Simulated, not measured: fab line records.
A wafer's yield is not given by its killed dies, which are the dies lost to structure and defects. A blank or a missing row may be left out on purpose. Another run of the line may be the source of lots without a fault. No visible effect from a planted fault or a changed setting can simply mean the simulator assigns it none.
Which tool did it?    flow berkeley cmos170    14 lots, 42 wafers sampled, at 4 steps of a route of 331

## WHAT THE GAUGES SHOWED, per wafer
UCB170_ACTIVE_CD_MEAS_13: the cd target is 1200 nm. Usual: cd nm 1200.0 nm, standard deviation 1.4.
lot   measured     on         cd nm (nm)            flag
L976  day 4 16:10  cd sem-02  1200.7 1200.9 1202.0  
L977  day 4 23:37  cd sem-01  1197.3 1198.2 1198.1  
L978  day 5 00:00  cd sem-01  1199.7 1198.9 1199.3  
L979  day 5 06:16  cd sem-01  1200.0 1200.9 1199.7  
L980  day 5 19:17  cd sem-01  1201.7 1201.5 1202.5  
L981  day 5 23:58  cd sem-02  1198.2 1198.9 1199.4  
L983  day 6 08:50  cd sem-01  1200.8 1200.8 1200.5  
L984  day 6 08:06  cd sem-02  1198.6 1197.8 1198.9  
L985  day 6 20:14  cd sem-02  1198.8 1199.6 1198.6  
L986  day 6 20:08  cd sem-01  1201.8 1200.4 1200.7  
L987  day 7 09:53  cd sem-02  1198.8 1200.7 1200.8  
L991  day 8 00:26  cd sem-02  1200.2 1200.2 1201.2  
L993  day 8 15:11  cd sem-02  1211.0 1212.9 1210.8  OFF
L996  day 8 19:41  cd sem-01  1209.7 1208.8 1209.4  OFF

UCB170_PLDD_OVL_MEAS_07. Usual: PLDD_OVL gives -1 nm (standard deviation 5.5).
lot   measured      on          PLDD_OVL (nm)  flag
L976  day 6 22:20   overlay-02  -10 -6 -10     
L977  day 7 09:56   overlay-02  -3 1 -4        
L978  day 7 09:29   overlay-01  2 3 4          
L979  day 7 16:28   overlay-02  6 3 1          
L980  day 8 03:17   overlay-01  0 3 -2         
L981  day 8 03:01   overlay-02  -2 5 4         
L983  day 8 07:07   overlay-02  -5 -10 -4      
L984  day 8 06:32   overlay-02  -8 -12 -7      
L985  day 8 21:48   overlay-01  5 -2 -6        
L986  day 8 22:05   overlay-01  -2 8 5         
L987  day 9 04:41   overlay-02  0 2 -1         
L991  day 9 21:32   overlay-02  2 1 -5         
L993  day 10 16:39  overlay-02  2 1 1          
L996  day 10 15:42  overlay-02  -1 17 11       

UCB170_SILICIDE_THK_MEAS_03: measures by xrf. Usual: SILICIDE_TI_THK gives 31.4 nm (standard deviation 0.4).
lot   measured      on             SILICIDE_TI_THK (nm)  flag
L976  day 7 13:16   film metro-03  31.5 30.9 31.4        
L977  day 7 22:20   film metro-04  31.5 31.8 31.5        
L978  day 7 22:49   film metro-04  31.9 31.9 32.2        
L979  day 8 05:37   film metro-04  31.4 31.8 31.6        
L980  day 8 17:31   film metro-01  31.5 31.9 31.9        
L981  day 8 17:31   film metro-04  31.6 31.7 31.4        
L983  day 8 19:38   film metro-03  31.3 31.4 30.9        
L984  day 8 20:04   film metro-03  31.0 30.9 30.8        
L985  day 9 15:09   film metro-03  31.2 31.4 30.8        
L986  day 9 15:10   film metro-01  31.5 31.0 31.0        
L987  day 9 17:48   film metro-04  32.0 32.4 32.1        
L991  day 10 11:07  film metro-01  31.2 31.9 32.1        
L993  day 11 06:08  film metro-03  30.9 30.6 31.4        
L996  day 11 05:04  film metro-04  31.5 31.3 31.2        

## WHAT TOOL EACH LOT RAN ON (gives the tool, then ch and the chambers of the sampled wafers, and finally the start)
lot   UCB170_ACTIVE_SOFTBAKE_09
L976  litho track-01 ch 0, day 4 15:37
L977  litho track-02 ch 0, day 4 23:04
L978  litho track-04 ch 0, day 4 23:07
L979  litho track-01 ch 0, day 5 05:37
L980  litho track-04 ch 0, day 5 18:37
L981  litho track-02 ch 0, day 5 23:19
L983  litho track-01 ch 0, day 6 07:20
L984  litho track-02 ch 0, day 6 07:20
L985  litho track-04 ch 0, day 6 19:34
L986  litho track-01 ch 0, day 6 19:36
L987  litho track-04 ch 0, day 7 08:44
L991  litho track-02 ch 0, day 7 23:46
L993  litho track-02 ch 0, day 8 14:29
L996  litho track-02 ch 0, day 8 18:27
- UCB170_ACTIVE_SOFTBAKE_09: time 57.21 s.

## AS READ BY THE TOOLS THEMSELVES (means over the sampled wafers that have a number; for cases with no such wafer, the mark the record gives instead)
UCB170_ACTIVE_SOFTBAKE_09. Usual: heater power total W 57.56 W, standard deviation 0.048; plate temp C 129.99 C, standard deviation 0.12.
lot   tool            heater power total W (W)  plate temp C (C)  flag
L976  litho track-01  57.53                     130.11            
L977  litho track-02  57.61                     130.05            
L978  litho track-04  57.54                     129.86            
L979  litho track-01  57.50                     129.96            
L980  litho track-04  57.56                     130.09            
L981  litho track-02  57.50                     129.83            
L983  litho track-01  57.55                     129.98            
L984  litho track-02  57.58                     130.05            
L985  litho track-04  57.59                     129.94            
L986  litho track-01  57.57                     130.00            
L987  litho track-04  57.57                     129.96            
L991  litho track-02  57.55                     129.89            
L993  litho track-02  55.11                     125.61            OFF
L996  litho track-02  55.13                     125.74            OFF

## THE ANSWER, worked out from the rows above alone
Rule: a lot counts as off when the mean over its wafers that have a number is more than 3 standard deviations away from the usual mean. Also off: a lot with no number at a reading for which 4 or more lots have one. Any other lot the step has rows for is counted as sound. First the gauges in route order, then the tools' own readings, where a lot's mean is used as printed above. At the first step where some lot is off, the reading lying furthest off is the one used; lots without a number count as furthest.
Off: L993, L996, at UCB170_ACTIVE_CD_MEAS_13 (cd nm).
A tool fits if, at a process step before that reading, it ran every lot that is off, and no sound lot after the first of them. The gauges at UCB170_ACTIVE_CD_MEAS_13 aren't tried: what is off there is off at UCB170_ACTIVE_SOFTBAKE_09 too, on other tools, and a gauge's error can't cause that. One fits: litho track-02 at UCB170_ACTIVE_SOFTBAKE_09. A fault onset in the window from L991 (day 7 23:46, its last sound lot) to L993 (day 8 14:29, its first lot off) fits.
The tool's own readings at UCB170_ACTIVE_SOFTBAKE_09 bear it out: on the lots that are off they differ by more than 5 times the standard deviation of the sound lots' means. heater power total W reads 55.12 W there against 57.55 W on the sound lots; plate temp C reads 125.67 C there against 129.98 C on the sound lots.

## WHAT HAD BEEN PUT IN BY THE SIMULATOR
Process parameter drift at UCB170_ACTIVE_SOFTBAKE_09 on litho track-02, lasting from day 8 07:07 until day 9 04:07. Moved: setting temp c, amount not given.
Struck lots among those shown: L993, L996. The rule above found the same.
